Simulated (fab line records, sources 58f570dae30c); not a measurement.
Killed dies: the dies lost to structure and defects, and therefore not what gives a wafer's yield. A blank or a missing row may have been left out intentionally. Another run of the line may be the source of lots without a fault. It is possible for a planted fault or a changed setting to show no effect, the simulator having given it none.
Lot-split experiment ; flow berkeley cmos170 ; route with 331 steps; 5 lots, 23 wafers read

== THE SPLIT ==
At UCB170_PFIELD_COAT_01 (resist thk 900 nm), the setting spin rpm was moved away from the recipe's 1500 rpm on 7 of the 23 wafers read, by -2.1% to +6.9%. For the rest of the wafers, this setting stayed at what the recipe calls for.

The reading is taken at the split's own step.

== THE READING ==
KrF_of_PFIELD_COAT_01.thk nm (the simulator's own value, which no gauge read), in nm, at UCB170_PFIELD_COAT_01 (resist thk 900 nm). No usual value for it is given in the file. The 16 wafers here that ran the recipe average 901.7 nm, standard deviation 2.7 nm.

wafer;tool, chamber at the split;spin rpm as run, rpm;against the recipe;KrF_of_PFIELD_COAT_01.thk nm, nm;against lot-mates on the recipe
L076.1;litho track-03, 0;1604;+6.9%;874.8;-28.7
L076.2;litho track-03, 0;1500;recipe;903.2;-
L076.3;litho track-03, 0;1604;+6.9%;872.8;-30.7
L076.5;litho track-03, 0;1500;recipe;903.7;-
L076.6;litho track-03, 0;1500;recipe;903.5;-
L079.1;litho track-02, 0;1500;recipe;901.7;-
L079.2;litho track-02, 0;1500;recipe;899;-
L079.4;litho track-02, 0;1500;recipe;899;-
L079.3;litho track-02, 0;1500;recipe;898.9;-
L079.6;litho track-02, 0;1500;recipe;902.9;-
L080.1;litho track-03, 0;1500;recipe;906;-
L080.2;litho track-03, 0;1500;recipe;905.9;-
L080.4;litho track-03, 0;1500;recipe;905;-
L080.5;litho track-03, 0;1544;+2.9%;894.9;-10.7
L080.6;litho track-03, 0;1544;+2.9%;893.3;-12.3
L081.1;litho track-02, 0;1500;recipe;903.1;-
L081.4;litho track-02, 0;1500;recipe;899.2;-
L081.5;litho track-02, 0;1500;recipe;899.5;-
L082.1;litho track-04, 0;1500;recipe;898.2;-
L082.2;litho track-04, 0;1469;-2.1%;910.3;+11.9
L082.3;litho track-04, 0;1469;-2.1%;911.8;+13.4
L082.4;litho track-04, 0;1469;-2.1%;908.6;+10.2
L082.6;litho track-04, 0;1500;recipe;898.6;-

FIT RESULTS
A straight line over all 23 wafers: KrF_of_PFIELD_COAT_01.thk nm changes by -3.87 nm for each +1% of spin rpm; r = -0.96; the points scatter about the line by 2.7 nm.
The same after taking each lot's own level away (the mean of its wafers on the recipe; 23 wafers): -4.44 nm for each +1%; r = -0.99; scatter 1.6 nm.
That fit puts the effect of the largest move of spin rpm on the reading at 31 nm.
Across the lots, their own levels run from 898.40 to 905.63 nm, a range of 2.7 times the standard deviation given above.
Thus the slope moves with the lot-to-lot level: the two fits are different.
Check: with one of the wafers moved furthest among these (+6.9%) left out of the fit, the line predicts -31.2 nm for it against its lot-mates. Against them it came out at -28.7 nm.

== THE OTHER SPLITS THESE WAFERS WENT THROUGH ==
Other splits were also applied to these wafers ahead of the reading. Each is held against what the fit with the lots' levels taken away leaves over:
other split on the same wafers;wafers away from the commonest value;r with KrF_of_PFIELD_COAT_01.thk nm (lot level and that fit taken away)
UCB170_NWELL_OXIDATION_01 temp c;18;-0.09
UCB170_PWELL_IMPLANT_15 dose cm2;9;+0.05
UCB170_WELLDRIVE_OXIDATION_01 temp c;13;-0.09
UCB170_ACTIVE_COAT_08 resist thk nm;7;+0.20

== THE WHOLE CHAIN: every reading that the file lists as answering this split, in the file's order ==
step;what it does;reading;change (the file's fit);r (the file's)
UCB170_PFIELD_COAT_01;resist thk 900 nm;KrF_of_PFIELD_COAT_01.thk nm (the simulator's own value, which no gauge read);-4.33 nm for each +1% of the setting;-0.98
UCB170_PFIELD_STRIP_08;strips in O2;strip time to endpoint s;withheld for each +1% of the setting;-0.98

== THE FILE'S OWN FIT ==
KrF_of_PFIELD_COAT_01.thk nm changes by -4.33 nm for each +1% of spin rpm, r = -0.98.
